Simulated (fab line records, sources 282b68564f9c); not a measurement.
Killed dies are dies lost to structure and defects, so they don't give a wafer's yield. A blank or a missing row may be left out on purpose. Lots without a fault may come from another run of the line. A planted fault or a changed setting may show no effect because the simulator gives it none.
fab line records | flow rit_cmos
record lots=5 wafers=23
route steps=202 shown PSD@150 SDANNEAL@156 NSD@158 CONTACT@175 M1@190
start_h: hours from the record's first day to the start of the lot's first wafer shown | wait_h: hours since the lot's step before | " the same as in the row above | L1.1+2: a row that stands for several wafers | - no value, or no start given | * or withheld: withheld | < > ~ a bound
route shown NAME@n: a module of which the file shows steps, and the number in the route of the first | usual: mean/standard deviation of fault-free wafers | same: alike in all rows | chamber/n: place in a boat | sites: the reading at each site | _std_site: their standard deviation | _edge_site: outer sites' mean less inner sites' | radius_mm: how far each site lies from the wafer's centre | mask NAME#n: copy n | behind: the tool/chamber that last shaped the wafer | hold: why the lot was held/for how many hours/how that ended | device: the transistor (n, p or np) that didn't switch | end of line: the same wafers' tests at the end of the route | a step without rows: its recipe alone | killed: dies lost to structure and defects at the first sort, not the wafer's yield | map: a wafer's dies, x killed, . not, _ none there
set.NAME: the setting as run; set.NAME@STEP: as run at that earlier step | model.NAME: the simulator's own value behind a step, which no gauge read
lots whose settings were changed on purpose; a table a step, a row a wafer
## steps
# step RIT_PSD_IMPLANT_08
# recipe species=BF2 energy_kev=27 dose_cm2=5e+15 tilt_deg=7
# columns lot.wafer tool chamber start_h wait_h set.dose_cm2
L074.2+3+4+5+6 implanter-03 0 52.01 0.1 5e+15
L075.2+5 implanter-01 0 59.95 0.1 5e+15
L075.3+4+6 " 0 " " 5.356e+15
L076.1+4+6 implanter-04 0 63.53 0.1 4.729e+15
L076.2+5 " 0 " " 5e+15
L077.2+3+4+5+6 implanter-04 0 68.49 0.1 5e+15
L082.1+4+5 implanter-04 0 90.59 0.1 5e+15
# step RIT_PSD_STRIP_09
# recipe chemistry=O2 time_s=180 resist=NOVOLAK platen_temp_c=withheld power_w=500 pressure_mtorr=4000 o2_flow_sccm=4000
# step RIT_SDANNEAL_RTA_03
# recipe temp_c=1050 time_s=5 idle_temp_c=600 ramp_up_c_per_s=342 ramp_down_c_per_s=171 cool_to_c=600 ambient=N2
# step RIT_SDANNEAL_RS_MEAS_05
# recipe thk_meas_gauge=four-point-probe
# usual NSD_RS=84.36/0.21
# columns lot.wafer tool chamber start_h wait_h set.energy_kev@NSD_IMPLANT_08 NSD_RS[ohm/sq]
L074.2 film_metro-04 - 52.94 0.1 25 84.46
L074.3 " - " " 25 84.37
L074.4 " - " " 25 84.32
L074.5 " - " " 26.33 83.68
L074.6 " - " " 26.33 83.65
L075.2 film_metro-04 - 60.87 0.1 25 84.53
L075.3 " - " " 25 84.68
L075.4 " - " " 24.09 84.81
L075.5 " - " " 24.09 84.88
L075.6 " - " " 25 84.58
L076.1 film_metro-04 - 64.46 0.1 25 84.68
L076.2 " - " " 24.22 84.73
L076.4 " - " " 24.22 84.89
L076.5 " - " " 25 84.35
L076.6 " - " " 25 84.44
L077.2 film_metro-04 - 69.45 0.1 25.89 83.77
L077.3 " - " " 25.89 84.02
L077.4 " - " " 25.89 84.14
L077.5 " - " " 25 84.29
L077.6 " - " " 25 84.76
L082.1 film_metro-02 - 91.52 0.1 25 83.93
L082.4 " - " " 25 84.17
L082.5 " - " " 25 84.24
# step RIT_CONTACT_DEVELOP_07
# recipe resist=NOVOLAK develop_time_s=120 dev_temp_c=23
# columns lot.wafer tool chamber start_h wait_h set.develop_time_s
L074.2+3+6 litho_track-04 0 - - 120
L074.4+5 " 0 " " 103.3
L075.2+3 litho_track-02 0 - - 104.8
L075.4+5+6 " 0 " " 120
L076.1+2 litho_track-03 0 - - 128.6
L076.4+5+6 " 0 " " 120
L077.2+4 litho_track-03 0 - - 120
L077.3+5+6 " 0 " " 114.8
L082.1+4+5 litho_track-02 0 - - 120
# step RIT_CONTACT_CD_MEAS_08
# recipe target_cd_nm=1000
# usual cd_nm=1000.6/2.7
# columns lot.wafer tool chamber start_h wait_h set.develop_time_s@CONTACT_DEVELOP_07 cd_nm
L074.2 cd_sem-02 - 55.02 - 120 1003.1
L074.3 " - " " 120 1005.0
L074.4 " - " " 103.3 988.6
L074.5 " - " " 103.3 991.7
L074.6 " - " " 120 1000.9
L075.2 cd_sem-01 - 62.95 - 104.8 993.2
L075.3 " - " " 104.8 993.5
L075.4 " - " " 120 1004.8
L075.5 " - " " 120 1003.5
L075.6 " - " " 120 1005.9
L076.1 cd_sem-01 - 66.70 - 128.6 1006.4
L076.2 " - " " 128.6 1005.1
L076.4 " - " " 120 998.7
L076.5 " - " " 120 1000.5
L076.6 " - " " 120 1000.0
L077.2 cd_sem-02 - 71.53 - 120 1004.0
L077.3 " - " " 114.8 1002.0
L077.4 " - " " 120 1004.7
L077.5 " - " " 114.8 1002.3
L077.6 " - " " 114.8 1001.4
L082.1 cd_sem-02 - 93.50 - 120 1001.4
L082.4 " - " " 120 999.0
L082.5 " - " " 120 999.5
# step RIT_CONTACT_HARDBAKE_10
# recipe resist=NOVOLAK temp_c=140 time_s=60
# step RIT_CONTACT_ETCH_11
# recipe target_depth_a=4800 over_etch_frac=0.2 stop_on=TiSi2 chemistry=CHF3/CF4/Ar target=SiO2 CHF3_flow_sccm=50 cf4_flow_sccm=10 Ar_flow_sccm=100 O2_flow_sccm=5 pressure_mtorr=100 rf_w=200 time_s=320
# columns lot.wafer tool chamber start_h wait_h set.develop_time_s@CONTACT_DEVELOP_07 model.CONTACT.cd_nm
L074.2 rie_diel-02 2 55.31 0.1 120 1003
L074.3 " 0 " " 120 1004
L074.4 " 1 " " 103.3 989.2
L074.5 " 1 " " 103.3 991.5
L074.6 " 2 " " 120 1001
L075.2 rie_diel-04 3 63.24 0.1 104.8 993
L075.3 " 1 " " 104.8 993.3
L075.4 " 0 " " 120 1006
L075.5 " 2 " " 120 1004
L075.6 " 3 " " 120 1005
L076.1 rie_diel-02 0 67.01 0.1 128.6 1006
L076.2 " 1 " " 128.6 1005
L076.4 " 3 " " 120 998
L076.5 " 3 " " 120 999.8
L076.6 " 2 " " 120 999.7
L077.2 rie_diel-03 1 71.81 0.1 120 1003
L077.3+5 " 3 " " 114.8 1002
L077.4 " 0 " " 120 1005
L077.6 " 0 " " 114.8 1001
L082.1 rie_diel-04 3 93.80 0.1 120 1001
L082.4 " 0 " " 120 999.6
L082.5 " 2 " " 120 999.9
# step RIT_CONTACT_STRIP_12
# recipe chemistry=O2 time_s=180 resist=NOVOLAK platen_temp_c=withheld power_w=500 pressure_mtorr=4000 o2_flow_sccm=4000
# step RIT_CONTACT_CD_MEAS_90
# recipe target_cd_nm=1000
# usual cd_nm=1000.4/2.8
# columns lot.wafer tool chamber start_h wait_h set.develop_time_s@CONTACT_DEVELOP_07 cd_nm
L074.2 cd_sem-01 - 55.70 0.1 120 1002.7
L074.3 " - " " 120 1004.9
L074.4 " - " " 103.3 989.5
L074.5 " - " " 103.3 991.6
L074.6 " - " " 120 1001.2
L075.2 cd_sem-02 - 63.63 0.1 104.8 992.8
L075.3 " - " " 104.8 993.2
L075.4 " - " " 120 1005.5
L075.5 " - " " 120 1004.4
L075.6 " - " " 120 1005.1
L076.1 cd_sem-02 - 67.38 0.1 128.6 1005.8
L076.2 " - " " 128.6 1005.1
L076.4 " - " " 120 998.2
L076.5 " - " " 120 999.7
L076.6 " - " " 120 999.8
L077.2 cd_sem-02 - 72.20 0.1 120 1003.2
L077.3 " - " " 114.8 1002.2
L077.4 " - " " 120 1004.7
L077.5 " - " " 114.8 1002.1
L077.6 " - " " 114.8 1000.6
L082.1 cd_sem-02 - 94.17 0.1 120 1000.9
L082.4 " - " " 120 999.8
L082.5 " - " " 120 1000.1
# step RIT_M1_EXPOSE_06
# recipe mask_id=M12 na=0.6 source_shape=conventional sigma_outer=0.5 target_cd_nm=2600 dose_mj=250
# columns lot.wafer tool chamber start_h wait_h mask set.dose_mj
L074.2+3+5 iline_stepper-02 0 57.11 0.1 M12#0 239.9
L074.4+6 " 0 " " M12#0 250
L075.2+4+5 iline_stepper-02 0 65.02 0.1 M12#0 242.9
L075.3+6 " 0 " " M12#0 250
L076.1+2+4+5+6 iline_stepper-02 0 68.77 0.1 M12#0 250
L077.2+3+4+5+6 iline_stepper-01 0 73.72 0.2 M12#0 250
L082.1+4+5 iline_stepper-02 0 96.00 0.2 M12#0 250
# step RIT_M1_PEB_07
# recipe resist=NOVOLAK temp_c=withheld time_s=withheld
# step RIT_M1_DEVELOP_08
# recipe resist=NOVOLAK develop_time_s=68 dev_temp_c=23
# step RIT_M1_CD_MEAS_09
# recipe target_cd_nm=2600
# usual cd_nm=2600.0/2.4
# columns lot.wafer tool chamber start_h wait_h set.dose_mj@M1_EXPOSE_06 cd_nm
L074.2 cd_sem-01 - 57.54 - 239.9 2614.2
L074.3 " - " " 239.9 2611.7
L074.4 " - " " 250 2601.2
L074.5 " - " " 239.9 2612.4
L074.6 " - " " 250 2602.0
L075.2 cd_sem-02 - 65.45 - 242.9 2608.1
L075.3 " - " " 250 2599.1
L075.4 " - " " 242.9 2605.9
L075.5 " - " " 242.9 2604.2
L075.6 " - " " 250 2598.6
L076.1 cd_sem-01 - 69.20 - 250 2597.6
L076.2 " - " " 250 2599.2
L076.4 " - " " 250 2594.5
L076.5 " - " " 250 2597.5
L076.6 " - " " 250 2596.0
L077.2 cd_sem-01 - 74.15 - 250 2596.6
L077.3 " - " " 250 2598.6
L077.4 " - " " 250 2597.5
L077.5 " - " " 250 2599.9
L077.6 " - " " 250 2599.6
L082.1 cd_sem-01 - 96.43 - 250 2601.9
L082.4 " - " " 250 2603.6
L082.5 " - " " 250 2602.4
# step RIT_M1_HARDBAKE_11
# recipe resist=NOVOLAK temp_c=140 time_s=120
# step RIT_M1_STRIP_13
# recipe chemistry=nmp resist=NOVOLAK temp_c=80 time_s=600 dry=n2_spin
# step RIT_M1_STRIP_14
# recipe chemistry=O2 time_s=180 platen_temp_c=withheld power_w=500 pressure_mtorr=4000 o2_flow_sccm=4000
# step RIT_M1_CD_MEAS_90
# recipe target_cd_nm=2600
# usual cd_nm=2600/3.9
# columns lot.wafer tool chamber start_h wait_h set.dose_mj@M1_EXPOSE_06 cd_nm
L074.2 cd_sem-02 - 58.62 0.1 239.9 2614
L074.3 " - " " 239.9 2612
L074.4 " - " " 250 2602
L074.5 " - " " 239.9 2613
L074.6 " - " " 250 2602
L075.2 cd_sem-02 - 66.39 0.1 242.9 2602
L075.3 " - " " 250 2593
L075.4 " - " " 242.9 2607
L075.5 " - " " 242.9 2605
L075.6 " - " " 250 2593
L076.1 cd_sem-02 - 70.12 0.1 250 2600
L076.2 " - " " 250 2598
L076.4 " - " " 250 2594
L076.5 " - " " 250 2599
L076.6 " - " " 250 2594
L077.2 cd_sem-01 - 75.23 0.1 250 2597
L077.3 " - " " 250 2600
L077.4 " - " " 250 2599
L077.5 " - " " 250 2601
L077.6 " - " " 250 2599
L082.1 cd_sem-02 - 97.35 0.1 250 2599
L082.4 " - " " 250 2601
L082.5 " - " " 250 2602
# step RIT_M1_ANNEAL_15
# recipe temp_c=448.7 time_s=1800 ambient=forming_gas_H2N2
# step RIT_M1_PROBE_99
# usual killed_at_contacts=0.1/0.25 killed_at_front_end=6.8/2.9 killed_dies=6.8/2.9 killed_open=3.3/1.9 killed_short=3.4/2
# same gross_dies=264 killed_at_M0_to_M3=0 killed_at_M4_up=0 killed_at_back_side=0 killed_at_other=0
# columns lot.wafer tool chamber start_h wait_h set.dose_mj@GATE_EXPOSE_13 set.time_s@SPACER_ETCHBACK_05 killed_at_contacts killed_at_front_end killed_dies killed_open killed_short model.etest.pmos_turned.r_on_ohm_um model.etest.pmos_0p15.r_on_ohm_um model.etest.nmos_0p15.r_on_ohm_um model.etest.pmos_0p3.r_on_ohm_um model.etest.nplus_sal.width_nm model.etest.pplus_sal.width_nm model.etest.nmos_0p15.drive_ua_um
L074.2 prober-02 - 60.43 0.1 363.4 265.9 0 25 25 3 4 - - - - - - -
L074.3 prober-02 - 60.48 0.2 380 240 0 8 8 3 5 3416 2721 1219 6336 3459 3466 458.8
L074.4 prober-02 - 60.53 0.2 380 240 0 4 4 3 1 3448 2832 1247 6397 3469 3475 442.5
L074.5 prober-02 - 60.58 0.2 363.4 265.9 0 24 24 7 9 - - - - - - -
L074.6 prober-02 - 60.63 0.2 363.4 240 0 34 34 1 3 3946 3282 1379 6536 3471 3454 376.4
L075.2 prober-01 - 68.16 0.1 380 240 1 9 10 3 5 3664 2942 1272 6513 3488 3490 462.3
L075.3 prober-01 - 68.21 0.2 387.6 240 0 9 9 6 3 3368 2669 1154 6270 3468 3480 508.1
L075.4 prober-01 - 68.26 0.2 380 240 0 7 7 1 3 3631 2900 1256 6489 3500 3504 466.4
L075.5 prober-01 - 68.31 0.2 387.6 240 0 7 7 4 2 3376 2614 1137 6329 3494 3499 523.7
L075.6 prober-01 - 68.36 0.2 387.6 240 0 8 8 4 3 3262 2522 1122 6234 3478 3486 524.2
L076.1 prober-02 - 71.86 0.1 365.1 268.9 1 39 40 3 3 4015 3386 1410 6579 3517 3492 379.8
L076.2 prober-02 - 71.91 0.1 365.1 268.9 0 38 38 5 0 3896 3288 1382 6559 3500 3487 386.2
L076.4 prober-02 - 72.01 0.2 380 240 0 9 9 2 7 3348 2745 1104 6424 3429 3406 470.6
L076.5 prober-02 - 72.06 0.2 380 268.9 0 9 9 5 4 3481 2837 1247 6420 3503 3492 466.8
L076.6 prober-02 - 72.11 0.2 365.1 240 0 22 22 2 2 3720 3122 1214 6463 3420 3432 404.7
L077.2 prober-01 - 77.00 0.1 404 229.4 0 231 231 0 3 2532 1875 838.7 5722 3445 3432 685.7
L077.3 prober-01 - 77.05 0.2 404 240 0 178 178 3 2 2516 1917 851.1 5721 3456 3447 675.7
L077.4 prober-01 - 77.10 0.2 380 240 0 8 8 6 2 3361 2753 1146 6208 3438 3464 485.9
L077.5 prober-01 - 77.15 0.2 380 229.4 0 7 7 3 4 3258 2654 1055 6069 3413 3414 479.9
L077.6 prober-01 - 77.20 0.2 380 229.4 0 4 4 2 2 3191 2582 1037 6104 3438 3442 489
L082.1 prober-02 - 99.09 0.1 380 240 0 8 8 2 6 3363 2725 1114 6266 3448 3448 476.3
L082.4 prober-02 - 99.24 0.2 380 240 0 6 6 3 3 3322 2668 1082 6321 3458 3439 479.3
L082.5 prober-02 - 99.29 0.2 380 240 0 13 13 10 3 3398 2726 1112 6349 3453 3472 478
# killed by level:class
L074.2 GATE:area_expose=18 FOX1:geometric_particle:short=2 GATE:geometric_particle:open=2 FOX2:geometric_particle:open=1 FOX2:geometric_particle:short=1 GATE:geometric_particle:short=1
L074.3 FOX1:geometric_particle:short=2 GATE:geometric_particle:short=2 GATE:geometric_particle:open=2 FOX1:geometric_particle:open=1 SILICIDE:geometric_particle:short=1
L074.4 FOX1:geometric_particle:open=2 SILICIDE:geometric_particle:short=1 SILICIDE:geometric_particle:open=1
L074.5 GATE:area_expose=8 GATE:geometric_particle:short=3 GATE:geometric_particle:open=2 REOX:geometric_particle:short=2 SILICIDE:geometric_particle:open=2 ACTIVE:geometric_particle:short=1 FOX1:geometric_particle:short=1 FOX2:geometric_particle:open=1
L074.6 GATE:area_expose=30 FOX1:geometric_particle:short=1 GATE:geometric_particle:short=1 SILICIDE:geometric_particle:short=1 SILICIDE:geometric_particle:open=1
L075.2 GATE:geometric_particle:short=3 GATE:geometric_particle:open=2 NLDD:coat_microbubble_printed=2 FOX1:geometric_particle:open=1 REOX:geometric_particle:short=1 CONTACT:geometric_particle:short=1
L075.3 GATE:geometric_particle:open=6 GATE:geometric_particle:short=3
L075.4 NLDD:coat_microbubble_printed=3 FOX1:geometric_particle:short=2 GATE:geometric_particle:open=1 REOX:geometric_particle:short=1
L075.5 FOX1:geometric_particle:open=2 GATE:geometric_particle:short=2 GATE:geometric_particle:open=1 REOX:geometric_particle:open=1 NLDD:coat_microbubble_printed=1
L075.6 GATE:geometric_particle:open=3 GATE:geometric_particle:short=2 REOX:geometric_particle:open=1 REOX:geometric_particle:short=1 GATE:area_expose=1
L076.1 GATE:area_expose=34 FOX2:geometric_particle:short=2 SILICIDE:geometric_particle:open=2 GATE:geometric_particle:open=1 CONTACT:geometric_particle:short=1
L076.2 GATE:area_expose=33 GATE:geometric_particle:open=2 SPACER:geometric_particle:open=1 FOX1:geometric_particle:open=1 SILICIDE:geometric_particle:open=1
L076.4 GATE:geometric_particle:short=4 REOX:geometric_particle:short=2 FOX2:geometric_particle:short=1 FOX2:geometric_particle:open=1 GATE:geometric_particle:open=1
L076.5 FOX1:geometric_particle:open=2 GATE:geometric_particle:short=2 GATE:geometric_particle:open=2 ACTIVE:geometric_particle:short=1 SILICIDE:geometric_particle:short=1 SILICIDE:geometric_particle:open=1
L076.6 GATE:area_expose=18 FOX1:geometric_particle:open=1 GATE:geometric_particle:open=1 GATE:geometric_particle:short=1 REOX:geometric_particle:short=1
L077.2 GATE:area_expose=228 FOX1:geometric_particle:short=1 FOX2:geometric_particle:short=1 GATE:geometric_particle:short=1
L077.3 GATE:area_expose=173 GATE:geometric_particle:short=2 GATE:geometric_particle:open=2 SILICIDE:geometric_particle:open=1
L077.4 FOX2:geometric_particle:open=2 GATE:geometric_particle:open=2 SILICIDE:geometric_particle:open=2 REOX:geometric_particle:short=1 SILICIDE:geometric_particle:short=1
L077.5 GATE:geometric_particle:open=2 FOX1:geometric_particle:open=1 FOX1:geometric_particle:short=1 FOX2:geometric_particle:short=1 GATE:geometric_particle:short=1 REOX:geometric_particle:short=1
L077.6 GATE:geometric_particle:open=2 FOX1:geometric_particle:short=1 SILICIDE:geometric_particle:short=1
L082.1 FOX1:geometric_particle:short=4 GATE:geometric_particle:short=2 REOX:geometric_particle:open=1 SPACER:geometric_particle:open=1
L082.4 REOX:geometric_particle:open=2 FOX2:geometric_particle:short=1 GATE:geometric_particle:short=1 GATE:geometric_particle:open=1 SPACER:geometric_particle:short=1
L082.5 GATE:geometric_particle:open=5 FOX1:geometric_particle:open=2 REOX:geometric_particle:open=2 FOX2:geometric_particle:open=1 FOX2:geometric_particle:short=1 GATE:geometric_particle:short=1 REOX:geometric_particle:short=1
## key
split step=RIT_PSD_IMPLANT_08 setting=dose_cm2 stated=5e+15 by=wafer
response none clear
split step=RIT_CONTACT_DEVELOP_07 setting=develop_time_s stated=120 by=wafer
response step=RIT_CONTACT_CD_MEAS_08 reading=cd_nm change=+0.888 per=1% r=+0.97
response step=RIT_CONTACT_ETCH_11 reading=model.CONTACT.cd_nm change=+0.893 per=1% r=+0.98
response step=RIT_CONTACT_CD_MEAS_90 reading=cd_nm change=+0.893 per=1% r=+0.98
split step=RIT_M1_EXPOSE_06 setting=dose_mj stated=250 by=wafer
response step=RIT_M1_CD_MEAS_09 reading=cd_nm change=-2.69 per=1% r=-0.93
response step=RIT_M1_CD_MEAS_90 reading=cd_nm change=-3.13 per=1% r=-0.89
split outside_this_file step=RIT_GATE_EXPOSE_13 setting=dose_mj
split outside_this_file step=RIT_SPACER_ETCHBACK_05 setting=time_s
split outside_this_file step=RIT_NSD_IMPLANT_08 setting=energy_kev
# split outside_this_file: this setting was split too, and the file shows its column; the key of that split is in another file
